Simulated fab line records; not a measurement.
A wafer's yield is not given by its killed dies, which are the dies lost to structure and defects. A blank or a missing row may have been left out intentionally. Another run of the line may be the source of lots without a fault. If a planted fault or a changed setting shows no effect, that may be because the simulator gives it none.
fab line records    flow rit_cmos
record lots=6  wafers=18  last_day=7
route steps=202 shown ACTIVE@2 FOX1@20 FOX2@23 M1@202
lots untouched by any fault: they come from a run of this same line in which no faults occurred
start_h: hours from the record's opening day to when the first of the lot's shown wafers began    wait_h: hours elapsed since this lot's preceding step    " identical to the entry in the row above    L1.1+2: one row covering several wafers at once    - no value, or no start given    * or withheld: withheld    < > ~ a bound
route shown NAME@n: NAME is a module with steps in the file, n the number in the route of the first one    usual: the fault-free wafers' mean and standard deviation    same: alike in all rows    chamber/n: place in a boat    sites: the reading at each site    _std_site: how widely they spread, as a standard deviation    _edge_site: outer sites' mean less inner sites'    radius_mm: for every site, how far away it sits from the centre of the wafer    mask NAME#n: copy n    behind: tool/chamber where the wafer was last shaped    hold: why the lot went on hold/how many hours it stayed there/how the hold came to an end    device: the transistor (n, p or np) that didn't switch    end of line: the route-end tests of the same wafers    a step given without rows: its recipe and nothing more    killed: the dies lost at the first sort to structure and to defects; this is not the yield of the wafer    map: a wafer's dies, marking killed ones x, the rest . and places with no die _
set.NAME: the setting as run; set.NAME@STEP: as run at that earlier step    model.NAME: the simulator's own value behind a step, which no gauge read
lots seen at some steps along the route; tables by step, rows by wafer
services: a tool's chamber out of use, with start hour (start_h, from the record's first day; less than 0 if before it), hours out, and reason
## steps
# step RIT_ACTIVE_OXIDATION_01
# recipe temp_c=1000  ambient=O2  target_thk_a=468  ox_time_s=3360
# step RIT_ACTIVE_THK_MEAS_02
# recipe reads=SiO2_of_ACTIVE_OXIDATION_01
# usual ACTIVE_OXIDE_THK=46.6/0.87
lot.wafer  tool           chamber  start_h  wait_h  ACTIVE_OXIDE_THK[nm]
L325.1     film_metro-01  -        22.05    0.0     47.0
L325.2     "              -        "        "       47.5
L325.4     "              -        "        "       46.5
L329.1     film_metro-02  -        42.05    0.0     46.6
L329.2     "              -        "        "       46.7
L329.3     "              -        "        "       46.9
L333.1     film_metro-02  -        63.27    0.0     46.8
L333.2     "              -        "        "       47.0
L333.3     "              -        "        "       46.7
L337.4     film_metro-04  -        84.84    0.0     46.4
L337.5     "              -        "        "       46.4
L337.6     "              -        "        "       46.0
L344.2     film_metro-02  -        117.06   0.0     47.5
L344.4     "              -        "        "       47.3
L344.6     "              -        "        "       47.0
L346.1     film_metro-02  -        127.05   0.0     47.1
L346.3     "              -        "        "       48.2
L346.6     "              -        "        "       47.5
# step RIT_ACTIVE_CVD_03
# recipe material=Si3N4  target_thk_nm=150  temp_c=810  precursor=SiH2Cl2/NH3  time_s=1500  pressure_mtorr=300  sih2cl2_flow_sccm=60  nh3_flow_sccm=150
# step RIT_ACTIVE_THK_MEAS_04
# recipe reads=Si3N4_of_ACTIVE_CVD_03
# usual ACTIVE_NITRIDE_THK=150.3/1.4
lot.wafer  tool           chamber  start_h  wait_h  ACTIVE_NITRIDE_THK[nm]
L325.1     film_metro-02  -        24.24    0.0     151.8
L325.2     "              -        "        "       151.5
L325.4     "              -        "        "       150.1
L329.1     film_metro-01  -        44.24    0.0     152.5
L329.2     "              -        "        "       150.6
L329.3     "              -        "        "       150.6
L333.1     film_metro-02  -        64.75    0.0     148.6
L333.2     "              -        "        "       149.0
L333.3     "              -        "        "       148.8
L337.4     film_metro-02  -        86.32    0.0     150.3
L337.5     "              -        "        "       150.0
L337.6     "              -        "        "       151.9
L344.2     film_metro-04  -        118.54   0.0     150.5
L344.4     "              -        "        "       150.3
L344.6     "              -        "        "       148.5
L346.1     film_metro-01  -        128.53   0.0     149.2
L346.3     "              -        "        "       149.6
L346.6     "              -        "        "       147.8
# step RIT_ACTIVE_HMDS_05
# recipe prime_time_s=60  prime_temp_c=140
# step RIT_ACTIVE_COAT_06
# recipe resist=NOVOLAK  spin_rpm=3250  resist_thk_nm=1000
# step RIT_ACTIVE_SOFTBAKE_07
# recipe resist=NOVOLAK  temp_c=90  time_s=60
# step RIT_ACTIVE_EXPOSE_08
# recipe mask_id=M1  na=0.6  source_shape=conventional  sigma_outer=0.6  target_cd_nm=1400  dose_mj=225
# step RIT_ACTIVE_PEB_09
# recipe resist=NOVOLAK  temp_c=withheld  time_s=withheld
# step RIT_ACTIVE_DEVELOP_10
# recipe resist=NOVOLAK  develop_time_s=50  dev_temp_c=23
# step RIT_ACTIVE_CD_MEAS_11
# recipe target_cd_nm=1400
# usual cd_nm=1400.0/2.2
lot.wafer  tool       chamber  start_h  wait_h  cd_nm
L325.1     cd_sem-02  -        25.15    -       1399.6
L325.2     "          -        "        "       1398.2
L325.4     "          -        "        "       1398.9
L329.1     cd_sem-02  -        45.15    -       1398.7
L329.2     "          -        "        "       1398.7
L329.3     "          -        "        "       1397.8
L333.1     cd_sem-01  -        65.78    -       1403.2
L333.2     "          -        "        "       1401.6
L333.3     "          -        "        "       1405.2
L337.4     cd_sem-01  -        87.38    -       1399.4
L337.5     "          -        "        "       1398.0
L337.6     "          -        "        "       1401.0
L344.2     cd_sem-02  -        119.46   -       1394.0
L344.4     "          -        "        "       1397.1
L344.6     "          -        "        "       1397.2
L346.1     cd_sem-01  -        129.44   -       1400.9
L346.3     "          -        "        "       1398.9
L346.6     "          -        "        "       1400.9
# step RIT_ACTIVE_HARDBAKE_12
# recipe resist=NOVOLAK  temp_c=140  time_s=60
# step RIT_ACTIVE_ETCH_13
# recipe stop_on=SiO2  chemistry=SF6  target=Si3N4  time_s=210  over_etch_frac=0.4  SF6_flow_sccm=200  pressure_mtorr=260  rf_w=125  target_depth_a=2100
# usual drypump_motor_current_A=5.8/0.43  oes_product_au=0.823/0.015  run_length_s=238.4/0.43  throttle_valve_pct=7.53/0.082
lot.wafer  tool         chamber  start_h  wait_h  drypump_motor_current_A  oes_product_au  rf_hours_counter_h  run_length_s  throttle_valve_pct  model.NOVOLAK_of_ACTIVE_COAT_06.thk_nm  model.SiO2_of_ACTIVE_OXIDATION_01.thk_nm  model.ACTIVE.feature_depth_nm
L325.1     rie_diel-03  0        25.42    0.1     6.3                      0.803           153                 239.3         7.59                655.9                                   45.5                                      153.2
L325.2     "            3        "        "       6.0                      0.806           4                   238.0         7.39                650.7                                   45.82                                     153.2
L325.4     "            2        "        "       5.7                      0.829           127                 238.2         7.53                659.4                                   46.5                                      150
L329.1     rie_diel-02  1        45.42    0.1     6.3                      0.829           159                 238.0         7.33                666.4                                   46.65                                     152.4
L329.2     "            2        "        "       5.3                      0.827           118                 238.0         7.50                655.2                                   45.05                                     152.4
L329.3     "            0        "        "       5.1                      0.833           77                  237.9         7.57                651.5                                   46.11                                     151.2
L333.1     rie_diel-02  0        66.05    0.1     5.2                      0.840           78                  238.1         7.60                652.9                                   46.02                                     149.2
L333.2     "            3        "        "       5.0                      0.836           5                   238.0         7.50                662.4                                   47.02                                     149
L333.3     "            2        "        "       5.2                      0.790           118                 254.6         7.50                637.6                                   39.52                                     155.8
L337.4     rie_diel-02  2        87.59    0.1     5.3                      0.788           119                 254.8         7.51                639.1                                   39.17                                     157.4
L337.5     "            0        "        "       5.1                      0.843           -                   238.4         7.59                654                                     45.62                                     150.7
L337.6     "            1        "        "       6.2                      0.826           -                   238.0         7.33                676.1                                   46.02                                     151.9
L344.2     rie_diel-03  0        119.71   0.1     6.2                      0.794           155                 238.7         7.61                656.8                                   45.93                                     152
L344.4     "            2        "        "       5.6                      0.821           129                 238.4         7.53                660.7                                   47.34                                     150.3
L344.6     "            2        "        "       5.6                      0.814           -                   238.3         7.52                659.6                                   47                                        148.5
L346.1     rie_diel-04  3        129.71   0.1     5.5                      0.807           2                   238.7         7.55                658.4                                   47.06                                     149.1
L346.3     "            2        "        "       6.4                      0.821           135                 239.0         7.46                661                                     48.21                                     149.6
L346.6     "            0        "        "       6.3                      0.825           -                   238.0         7.59                653.7                                   46.94                                     148.2
# step RIT_ACTIVE_STRIP_14
# recipe chemistry=O2  time_s=180  resist=NOVOLAK  platen_temp_c=withheld  power_w=500  pressure_mtorr=4000  o2_flow_sccm=4000
# usual drypump_motor_current_A=5.43/0.27
lot.wafer  tool             chamber  start_h  wait_h  drypump_motor_current_A  rf_hours_counter_h
L325.1     plasma_asher-02  1        25.55    0.1     5.39                     23
L325.2     "                0        "        "       5.35                     23
L325.4     "                0        "        "       5.33                     -
L329.1     plasma_asher-01  0        45.55    0.1     5.30                     40
L329.2     "                1        "        "       5.24                     40
L329.3     "                1        "        "       5.23                     -
L333.1     plasma_asher-01  1        66.18    0.1     5.27                     42
L333.2     "                0        "        "       5.35                     42
L333.3     "                0        "        "       5.33                     -
L337.4     plasma_asher-04  1        87.78    0.1     5.20                     -
L337.5     "                0        "        "       5.95                     -
L337.6     "                1        "        "       5.20                     -
L344.2     plasma_asher-01  1        119.84   0.1     5.27                     0
L344.4     "                0        "        "       5.35                     -
L344.6     "                1        "        "       5.31                     -
L346.1     plasma_asher-04  0        129.84   0.1     5.93                     48
L346.3     "                1        "        "       5.22                     -
L346.6     "                0        "        "       5.95                     -
# step RIT_ACTIVE_CD_MEAS_90
# recipe target_cd_nm=1400
# usual cd_nm=1400.0/2.2
lot.wafer  tool       chamber  start_h  wait_h  cd_nm
L325.1     cd_sem-02  -        25.73    0.1     1399.4
L325.2     "          -        "        "       1397.9
L325.4     "          -        "        "       1398.5
L329.1     cd_sem-01  -        45.73    0.1     1399.0
L329.2     "          -        "        "       1398.3
L329.3     "          -        "        "       1398.0
L333.1     cd_sem-01  -        66.36    0.1     1403.2
L333.2     "          -        "        "       1401.7
L333.3     "          -        "        "       1404.9
L337.4     cd_sem-01  -        87.96    0.1     1399.3
L337.5     "          -        "        "       1398.7
L337.6     "          -        "        "       1401.2
L344.2     cd_sem-02  -        120.04   0.1     1393.2
L344.4     "          -        "        "       1397.3
L344.6     "          -        "        "       1397.0
L346.1     cd_sem-01  -        130.02   0.1     1400.9
L346.3     "          -        "        "       1399.2
L346.6     "          -        "        "       1400.8
# step RIT_ACTIVE_CLEAN_15
# recipe chemistry=SC1  mix=3:3:50  time_s=600  temp_c=75
# step RIT_ACTIVE_CLEAN_16
# recipe chemistry=dHF  dilution=50:1  time_s=30
# step RIT_ACTIVE_CLEAN_17
# recipe chemistry=SC2  mix=3:3:50  time_s=600  temp_c=75  dry=n2_spin
# step RIT_FOX1_OXIDATION_00
# recipe temp_c=1100  ambient=H2O  target_thk_a=3507  p_h2o_torr=720  ox_time_s=1130
# step RIT_FOX1_THK_MEAS_01
# recipe reads=SiO2_of_FOX1_OXIDATION_00
# usual FOX1_OXIDE_THK=348/6.3
lot.wafer  tool           chamber  start_h  wait_h  FOX1_OXIDE_THK[nm]
L325.1     film_metro-02  -        28.37    0.0     343
L325.2     "              -        "        "       345
L325.4     "              -        "        "       347
L329.1     film_metro-04  -        47.56    0.0     343
L329.2     "              -        "        "       341
L329.3     "              -        "        "       344
L333.1     film_metro-03  -        69.16    0.0     341
L333.2     "              -        "        "       349
L333.3     "              -        "        "       347
L337.4     film_metro-03  -        91.30    0.0     352
L337.5     "              -        "        "       348
L337.6     "              -        "        "       353
L344.2     film_metro-04  -        121.84   0.0     347
L344.4     "              -        "        "       347
L344.6     "              -        "        "       344
L346.1     film_metro-02  -        132.87   0.0     355
L346.3     "              -        "        "       357
L346.6     "              -        "        "       361
# step RIT_FOX1_WET_ETCH_02
# recipe chemistry=BOE  target_depth_nm=350  time_s=390  temp_c=21.5  dry=n2_spin  dilution=10:1  target=SiO2
# step RIT_FOX2_OXIDATION_00
# recipe temp_c=1100  ambient=H2O  target_thk_a=3507  p_h2o_torr=720  ox_time_s=1130
# step RIT_FOX2_THK_MEAS_01
# recipe reads=SiO2_of_FOX2_OXIDATION_00
# usual FOX2_OXIDE_THK=348/5.5
lot.wafer  tool           chamber  start_h  wait_h  FOX2_OXIDE_THK[nm]
L325.1     film_metro-01  -        29.86    0.0     347
L325.2     "              -        "        "       348
L325.4     "              -        "        "       349
L329.1     film_metro-03  -        49.05    0.0     344
L329.2     "              -        "        "       345
L329.3     "              -        "        "       347
L333.1     film_metro-01  -        70.70    0.0     359
L333.2     "              -        "        "       356
L333.3     "              -        "        "       356
L337.4     film_metro-03  -        93.43    0.0     335
L337.5     "              -        "        "       340
L337.6     "              -        "        "       336
L344.2     film_metro-03  -        123.34   0.0     349
L344.4     "              -        "        "       353
L344.6     "              -        "        "       349
L346.1     film_metro-02  -        134.97   0.0     350
L346.3     "              -        "        "       346
L346.6     "              -        "        "       353
# step RIT_FOX2_CLEAN_02
# recipe chemistry=dHF  dilution=50:1  time_s=180
# step RIT_FOX2_WET_ETCH_03
# recipe chemistry=H3PO4  target=Si3N4  target_depth_nm=195  temp_c=165  time_s=2700
# usual bath_guard_temp_C=164.9/0.38  bath_heat_duty_pct=26.2/2  run_length_s=2729/4.1
lot.wafer  tool          chamber  start_h  wait_h  bath_guard_temp_C  bath_heat_duty_pct  run_length_s  model.SiO2_of_ACTIVE_OXIDATION_01.thk_nm
L325.1     wet_bench-02  2        29.98    0.0     165.1              25.5                2725          40.45
L325.2     "             2        "        "       164.9              27.9                2725          40.72
L325.4     "             2        "        "       165.0              27.5                2725          41.29
L329.1     wet_bench-02  3        49.17    0.0     165.4              28.9                2727          41.2
L329.2     "             3        "        "       165.3              31.0                2727          39.79
L329.3     "             3        "        "       165.5              29.5                2727          40.72
L333.1     wet_bench-01  1        70.82    0.0     164.9              23.7                2734          41.01
L333.2     "             1        "        "       164.9              25.6                2734          41.87
L333.3     "             1        "        "       164.9              25.3                2734          35.19
L337.4     wet_bench-01  1        93.52    0.0     165.0              24.3                2727          34.95
L337.5     "             1        "        "       165.1              25.1                2727          40.72
L337.6     "             1        "        "       164.7              25.6                2727          41.05
L344.2     wet_bench-01  3        123.45   0.0     164.8              22.6                2725          40.92
L344.4     "             3        "        "       164.3              24.5                2725          42.18
L344.6     "             3        "        "       164.8              24.3                2725          41.88
L346.1     wet_bench-02  3        135.09   0.0     165.2              31.2                2733          41.76
L346.3     "             3        "        "       165.1              28.6                2733          42.79
L346.6     "             3        "        "       165.6              28.9                2733          41.66
# step RIT_FOX2_THK_MEAS_90
# recipe reads=SiO2_of_FOX2_OXIDATION_00
# usual FIELD_OXIDE_LEFT_1_THK=321/5.6
lot.wafer  tool           chamber  start_h  wait_h  FIELD_OXIDE_LEFT_1_THK[nm]
L325.1     film_metro-01  -        30.73    0.0     320
L325.2     "              -        "        "       321
L325.4     "              -        "        "       321
L329.1     film_metro-01  -        49.93    0.0     316
L329.2     "              -        "        "       318
L329.3     "              -        "        "       319
L333.1     film_metro-01  -        71.65    0.0     332
L333.2     "              -        "        "       328
L333.3     "              -        "        "       329
L337.4     film_metro-01  -        94.30    0.0     309
L337.5     "              -        "        "       313
L337.6     "              -        "        "       309
L344.2     film_metro-02  -        124.22   0.0     322
L344.4     "              -        "        "       326
L344.6     "              -        "        "       322
L346.1     film_metro-01  -        136.61   0.0     322
L346.3     "              -        "        "       319
L346.6     "              -        "        "       326
# step RIT_M1_PROBE_99
# usual killed_at_front_end=6.8/2.7  killed_dies=6.9/2.7  killed_open=3.3/1.8  killed_short=3.5/1.8
# same gross_dies=264  killed_at_M0_to_M3=0  killed_at_M4_up=0  killed_at_back_side=0  killed_at_contacts=0  killed_at_other=0
lot.wafer  tool       chamber  start_h  wait_h  killed_at_front_end  killed_dies  killed_open  killed_short
L325.1     prober-01  -        67.97    0.1     6                    6            4            2
L325.2     prober-01  -        68.02    0.1     6                    6            2            4
L325.4     prober-01  -        68.12    0.2     4                    4            2            2
L329.1     prober-01  -        90.11    0.1     5                    5            4            1
L329.2     prober-01  -        90.16    0.1     5                    5            1            4
L329.3     prober-01  -        90.21    0.2     7                    7            2            5
L333.1     prober-02  -        113.56   0.1     11                   11           5            6
L333.2     prober-02  -        113.61   0.1     7                    7            2            5
L333.3     prober-02  -        113.66   0.2     7                    7            4            3
L337.4     prober-02  -        134.59   0.2     8                    8            2            6
L337.5     prober-02  -        134.64   0.2     10                   10           4            6
L337.6     prober-02  -        134.69   0.2     6                    6            0            6
L344.2     prober-01  -        161.42   0.1     2                    2            2            0
L344.4     prober-01  -        161.52   0.2     6                    6            2            4
L344.6     prober-01  -        161.62   0.2     10                   10           6            4
L346.1     prober-01  -        176.04   0.1     10                   10           5            5
L346.3     prober-01  -        176.14   0.2     3                    3            2            1
L346.6     prober-01  -        176.29   0.2     9                    9            2            7
# killed by level:class
L325.1 GATE:geometric_particle:short=2 GATE:geometric_particle:open=2 FOX1:geometric_particle:open=1 SILICIDE:geometric_particle:open=1
L325.2 FOX1:geometric_particle:short=1 GATE:geometric_particle:short=1 REOX:geometric_particle:short=1 SPACER:geometric_particle:short=1 SPACER:geometric_particle:open=1 SILICIDE:geometric_particle:open=1
L325.4 FOX1:geometric_particle:open=1 FOX2:geometric_particle:open=1 GATE:geometric_particle:short=1 SPACER:geometric_particle:short=1
L329.1 FOX1:geometric_particle:open=2 GATE:geometric_particle:open=2 GATE:geometric_particle:short=1
L329.2 SILICIDE:geometric_particle:short=2 FOX1:geometric_particle:short=1 GATE:geometric_particle:open=1 SPACER:geometric_particle:short=1
L329.3 FOX1:geometric_particle:short=4 GATE:geometric_particle:short=1 GATE:geometric_particle:open=1 SPACER:geometric_particle:open=1
L333.1 GATE:geometric_particle:short=5 GATE:geometric_particle:open=2 FOX1:geometric_particle:short=1 FOX1:geometric_particle:open=1 FOX2:geometric_particle:open=1 REOX:geometric_particle:open=1
L333.2 SILICIDE:geometric_particle:short=2 FOX2:geometric_particle:short=1 GATE:geometric_particle:short=1 REOX:geometric_particle:open=1 SPACER:geometric_particle:short=1 SILICIDE:geometric_particle:open=1
L333.3 GATE:geometric_particle:open=3 GATE:geometric_particle:short=2 FOX1:geometric_particle:short=1 SPACER:geometric_particle:open=1
L337.4 GATE:geometric_particle:short=2 SILICIDE:geometric_particle:short=2 GATE:geometric_particle:open=1 REOX:geometric_particle:short=1 SPACER:geometric_particle:short=1 SPACER:geometric_particle:open=1
L337.5 SPACER:geometric_particle:short=3 GATE:geometric_particle:short=2 GATE:geometric_particle:open=2 SPACER:geometric_particle:open=2 FOX1:geometric_particle:short=1
L337.6 GATE:geometric_particle:short=3 SPACER:geometric_particle:short=3
L344.2 FOX1:geometric_particle:open=1 REOX:geometric_particle:open=1
L344.4 FOX1:geometric_particle:open=1 FOX1:geometric_particle:short=1 FOX2:geometric_particle:short=1 GATE:geometric_particle:open=1 REOX:geometric_particle:short=1 SILICIDE:geometric_particle:short=1
L344.6 FOX1:geometric_particle:open=2 FOX1:geometric_particle:short=2 SPACER:geometric_particle:open=2 GATE:geometric_particle:open=1 REOX:geometric_particle:short=1 SPACER:geometric_particle:short=1 SILICIDE:geometric_particle:open=1
L346.1 FOX1:geometric_particle:short=2 FOX2:geometric_particle:short=2 FOX2:geometric_particle:open=2 GATE:geometric_particle:short=1 GATE:geometric_particle:open=1 REOX:geometric_particle:open=1 SILICIDE:geometric_particle:open=1
L346.3 FOX1:geometric_particle:short=1 REOX:geometric_particle:open=1 SILICIDE:geometric_particle:open=1
L346.6 FOX2:geometric_particle:short=3 GATE:geometric_particle:short=2 GATE:geometric_particle:open=2 FOX1:geometric_particle:short=1 REOX:geometric_particle:short=1
## services
tool             chamber  start_h  hours  kind
rie_diel-04      3        2.58     10.8   repair
plasma_asher-02  -        26.34    0.9    repair
rie_diel-04      3        30.85    -      clean
rie_diel-04      3        30.85    17.5   scheduled_down
rie_diel-04      3        30.85    17.5   vent_cycle
plasma_asher-01  -        31.89    11.1   repair
rie_diel-04      1        66.01    -      clean
rie_diel-04      1        66.01    15.0   scheduled_down
rie_diel-02      1        93.04    -      clean
rie_diel-02      1        93.04    23.1   scheduled_down
rie_diel-02      1        93.04    23.1   vent_cycle
rie_diel-02      3        94.80    23.1   repair
rie_diel-03      -        95.47    0.4    repair
rie_diel-04      0        104.39   7.0    repair
rie_diel-02      -        106.12   14.6   pm
plasma_asher-01  -        108.75   9.0    pm
plasma_asher-01  0        108.75   9.0    vent_cycle
plasma_asher-01  1        108.75   9.0    vent_cycle
plasma_asher-04  -        116.28   1.5    repair
plasma_asher-01  0        117.75   -      clean
plasma_asher-01  1        117.75   -      clean
rie_diel-03      0        123.72   -      clean
rie_diel-03      0        123.72   12.9   scheduled_down
rie_diel-03      0        123.72   12.9   vent_cycle
## key
first_sign step=RIT_ACTIVE_ETCH_13  reading=run_length_s  direction=up  sigmas=38  usual=*  struck=*
effect none on later readings
model_effect step=RIT_ACTIVE_ETCH_13  value=NOVOLAK_of_ACTIVE_COAT_06.thk_nm  without=656.3  struck=638.3
model_effect step=RIT_FOX2_WET_ETCH_03  value=SiO2_of_ACTIVE_OXIDATION_01.thk_nm  without=39.98  struck=35.07
met_at RIT_ACTIVE_ETCH_13
struck_wafers L333.3,L337.4
tester_left_out L333,L337
onset_between 45.42 66.05
fault kind=process_parameter_drift  tool=rie_diel-02  chamber=2  onset_h=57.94  steps=RIT_ACTIVE_ETCH_13  channel=time_s  offset=*  shape=step  end_h=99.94  acts_in=*  stated=*
# tester_left_out: of these lots the tester's yield and bins aren't shown, on N5 and GAA mostly nor the transistor test; their killed dies are dies lost to structure and defects alone, not to doping, threshold or leakage, so they don't give the yield
